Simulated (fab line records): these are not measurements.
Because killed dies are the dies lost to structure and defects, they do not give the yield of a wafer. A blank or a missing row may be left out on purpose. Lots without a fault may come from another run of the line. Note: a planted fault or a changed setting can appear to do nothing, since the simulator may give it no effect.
What tool caused it? + flow rit-cmos + 15 lots, 45 wafers sampled, at 2 steps of a route of 202

== WHAT THE GAUGES READ, wafer by wafer ==
RIT_SPACER_THK_MEAS_04.
| lot  | measured    | on            | SPACER_NITRIDE_THK (nm) |
|------|-------------|---------------|-------------------------|
| L884 | day 2 23:09 | film-metro-02 | 244.9 246.2 247.8       |
| L885 | day 3 04:19 | film-metro-01 | 247.0 247.1 248.9       |
| L886 | day 3 08:59 | film-metro-02 | 248.2 248.3 248.4       |
| L887 | day 3 17:08 | film-metro-01 | 249.7 251.5 251.3       |
| L888 | day 3 19:03 | film-metro-01 | 249.2 248.1 250.9       |
| L889 | day 4 00:05 | film-metro-03 | 246.1 247.9 248.8       |
| L890 | day 4 04:27 | film-metro-03 | 260.0 260.3 263.5       |
| L891 | day 4 08:18 | film-metro-03 | 260.7 260.5 258.8       |
| L892 | day 4 13:59 | film-metro-03 | 261.4 261.6 260.4       |
| L899 | day 6 00:27 | film-metro-03 | 248.6 247.9 246.0       |
| L900 | day 6 04:56 | film-metro-03 | 250.2 249.9 251.5       |
| L902 | day 6 18:26 | film-metro-02 | 254.5 252.8 253.7       |
| L904 | day 7 02:10 | film-metro-03 | 252.6 249.8 250.9       |
| L906 | day 7 11:03 | film-metro-01 | 244.0 247.3 246.7       |
| L907 | day 7 18:40 | film-metro-02 | 250.0 249.7 248.7       |

== WHAT TOOL EACH LOT RAN ON (gives the tool, then ch and the chambers of the sampled wafers, and finally the start) ==
| lot  | RIT_SPACER_CVD_03          |
|------|----------------------------|
| L884 | lpcvd-02 ch 0, day 2 21:14 |
| L885 | lpcvd-02 ch 1, day 3 02:23 |
| L886 | lpcvd-02 ch 0, day 3 07:03 |
| L887 | lpcvd-02 ch 1, day 3 15:13 |
| L888 | lpcvd-02 ch 1, day 3 17:08 |
| L889 | lpcvd-01 ch 0, day 3 22:10 |
| L890 | lpcvd-02 ch 0, day 4 02:32 |
| L891 | lpcvd-02 ch 0, day 4 06:22 |
| L892 | lpcvd-02 ch 1, day 4 12:04 |
| L899 | lpcvd-01 ch 0, day 5 22:32 |
| L900 | lpcvd-01 ch 1, day 6 03:01 |
| L902 | lpcvd-01 ch 0, day 6 15:33 |
| L904 | lpcvd-01 ch 1, day 7 00:14 |
| L906 | lpcvd-02 ch 1, day 7 09:08 |
| L907 | lpcvd-02 ch 1, day 7 16:45 |
- RIT_SPACER_CVD_03: deposits Si3N4 from SiH2Cl2/NH3, target thk 250 nm, time 3300 s.

== AS READ BY THE TOOLS THEMSELVES (means over the sampled wafers that have a number; for cases with no such wafer, the mark the record gives instead) ==
RIT_SPACER_CVD_03.
| lot  | tool     | pressure-mtorr (mTorr) | zone-power-load-pct (%) |
|------|----------|------------------------|-------------------------|
| L884 | lpcvd-02 | 300.0                  | 19.2                    |
| L885 | lpcvd-02 | 299.5                  | 20.0                    |
| L886 | lpcvd-02 | 299.7                  | 19.2                    |
| L887 | lpcvd-02 | 299.1                  | 20.1                    |
| L888 | lpcvd-02 | 300.4                  | 20.2                    |
| L889 | lpcvd-01 | 299.8                  | 21.4                    |
| L890 | lpcvd-02 | 360.1                  | 19.3                    |
| L891 | lpcvd-02 | 360.3                  | 19.3                    |
| L892 | lpcvd-02 | 359.9                  | 19.9                    |
| L899 | lpcvd-01 | 301.4                  | 21.2                    |
| L900 | lpcvd-01 | 299.7                  | 22.1                    |
| L902 | lpcvd-01 | 300.5                  | 21.6                    |
| L904 | lpcvd-01 | 299.9                  | 22.1                    |
| L906 | lpcvd-02 | 300.1                  | 20.1                    |
| L907 | lpcvd-02 | 299.9                  | 20.1                    |

== THE ANSWER, worked out from the rows above alone ==
Rule: the usual values come from the lots themselves. Put in order of their means at a reading, lots are off if they are a third of the lots or fewer, leave a main group of 4 or more, and stand apart from it by a gap of 3 or more times the standard deviation of the main group's means; of several such gaps the widest counts. Not used: any main group whose means are identical at the precision the tables above print for the reading. Also off: a lot with no number at a reading for which 4 or more lots have one. All remaining lots with rows at the step are treated as sound. After the gauges, taken in route order, come the tools' own readings; for these a lot's mean is taken, as printed above. The first step at which some lot is off is used, and at that step the reading that is off furthest; a lot without a number counts as furthest.
Off, at RIT_SPACER_CVD_03 on pressure-mtorr: L890, L891, L892. Main group: mean 300.0 mTorr, sd 0.55.
If a tool, at that step or one of the process steps before it, ran each lot that is off and ran no sound lot following the first of them, it fits. No candidate that was tried fits.

== WHAT WAS PUT IN BY THE SIMULATOR ==
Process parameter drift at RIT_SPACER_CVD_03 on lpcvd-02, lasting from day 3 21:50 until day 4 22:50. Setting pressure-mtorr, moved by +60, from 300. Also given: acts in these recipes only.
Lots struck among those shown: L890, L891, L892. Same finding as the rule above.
